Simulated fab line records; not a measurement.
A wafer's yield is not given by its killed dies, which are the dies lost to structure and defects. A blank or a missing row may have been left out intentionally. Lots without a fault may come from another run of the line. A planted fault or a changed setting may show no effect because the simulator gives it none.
A single fault, viewed from 2 desks ; flow rit cmos ; every desk sees just its own numbers, and what lay behind them comes last

THE TOOL OWNER'S DESK: litho track-03
Per lot that ran on this tool, the mean of the sampled wafers carrying a number, from the tool's own readings at RIT_NWELL_SOFTBAKE_02 (time 60 s). The brackets show how far a lot's mean lies from the usual mean; more than 4 standard deviations puts the lot out of limits, marked OUT.
Columns: A = exhaust pa at RIT_NWELL_SOFTBAKE_02, usual 45.1 Pa; B = heater power total W at RIT_NWELL_SOFTBAKE_02, usual 34.57 W; C = plate temp C at RIT_NWELL_SOFTBAKE_02, usual 90.01 C
lot;first seen here;A;B;C
L778;day 4 14:53;44.7;34.51;89.97
L785;day 6 00:55;43.6;31.83 (-56) OUT;85.03 (-45) OUT
L786;day 6 11:24;45.7;31.89 (-55) OUT;84.93 (-46) OUT
This desk finds L785, L786 out of limits, L785 being first, at day 6 00:55 (heater power total W at RIT_NWELL_SOFTBAKE_02). Within limits: L778.

FROM THE METROLOGY DESK
Means of the sampled wafers that have a number, per lot and without regard to the tool the lot ran on: this is what the gauges read. The brackets show how far a lot's mean lies from the usual mean; more than 4 standard deviations puts the lot out of limits, marked OUT.
Columns: A = FOX1_OXIDE_THK at RIT_FOX1_THK_MEAS_01, usual 349 nm; B = FOX2_OXIDE_THK at RIT_FOX2_THK_MEAS_01, usual 348 nm; C = FIELD_OXIDE_LEFT_1_THK at RIT_FOX2_THK_MEAS_90, usual 321 nm; D = NWELL_OVL at RIT_NWELL_OVL_MEAS_06, usual 0.9 nm
lot;first seen here;A;B;C;D
L771;day 2 21:26;350;354;327;1.1
L778;day 4 10:26;350;340;314;-0.3
L783;day 5 17:00;347;348;320;1.4
L785;day 5 17:00;350;343;316;2.7
L786;day 6 04:58;344;343;315;0.4
L789;day 6 14:40;349;344;317;0.5
Result from this desk: across the 6 lots, nothing is out of limits.

BROUGHT TOGETHER
On L785, L786, at day 6 00:55, an alarm was possible from the tool owner's desk.
At the metrology desk, nothing out of limits was observed.
The metrology desk holds a record of L785, L786, inside its limits.
Of the lots named, all ran RIT_NWELL_SOFTBAKE_02 on litho track-03.

WHAT THE SIMULATOR HAD INSERTED
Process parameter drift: litho track-03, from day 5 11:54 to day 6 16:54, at RIT_NWELL_SOFTBAKE_02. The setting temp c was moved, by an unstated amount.
Shown lots that were struck: L785, L786.
Time in hours from fault onset to the first out-of-limits reading at each desk: the tool owner's desk, 13.
